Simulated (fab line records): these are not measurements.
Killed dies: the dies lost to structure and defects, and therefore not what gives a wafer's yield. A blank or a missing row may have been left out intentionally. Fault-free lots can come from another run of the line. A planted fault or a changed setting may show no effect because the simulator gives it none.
Which tool was responsible? -- flow berkeley-cmos170 -- Sampling: 7 lots, 21 wafers, 2 of 331 route steps

## WHAT THE GAUGES SHOWED, per wafer
UCB170_M2_OVL_MEAS_16.
lot,measured,on,M2_OVL (nm)
L977,day 7 08:36,overlay-02,3 4 -3
L978,day 8 00:29,overlay-02,-8 -6 -7
L983,day 9 15:36,overlay-01,-2 -5 0
L986,day 9 22:58,overlay-01,-1 -3 -4
L990,day 10 05:28,overlay-02,-6 2 2
L991,day 10 13:58,overlay-01,0 5 -1
L994,day 11 14:31,overlay-01,-5 -6 -9

## EACH LOT AND THE TOOL THAT RAN IT (in order: tool; ch and the chambers of the sampled wafers; start)
lot,UCB170_GATE_ETCH_14
L977,"rie-diel-03 ch 0,1,3, day 5 23:44"
L978,"rie-diel-02 ch 1,3, day 6 15:17"
L983,"rie-diel-01 ch 0,3, day 8 06:27"
L986,"rie-diel-02 ch 0,1,2, day 8 14:59"
L990,"rie-diel-01 ch 0,1,2, day 8 22:08"
L991,"rie-diel-02 ch 0,1,2, day 9 07:50"
L994,"rie-diel-02 ch 1,2, day 10 09:30"
- UCB170_GATE_ETCH_14: etches BARC in N2/H2.

## THE ANSWER, worked out from the rows above alone
Rule: usual is defined by the lots themselves. The widest of any qualifying gaps counts: lots, ordered by their means at a reading, are off when they make up no more than a third of the lots, leave a main group of 4 or more, and stand apart from it by 3 or more times the standard deviation of that group's means. A main group whose means are all the same, to the digits that the tables above print for the reading, isn't used. A lot without any number at a reading at which 4 lots or more have one is off too. Any other lot the step has rows for is counted as sound.
None of the lots is off at any reading shown; this tells nothing.

## WHAT THE SIMULATOR HAD INSERTED
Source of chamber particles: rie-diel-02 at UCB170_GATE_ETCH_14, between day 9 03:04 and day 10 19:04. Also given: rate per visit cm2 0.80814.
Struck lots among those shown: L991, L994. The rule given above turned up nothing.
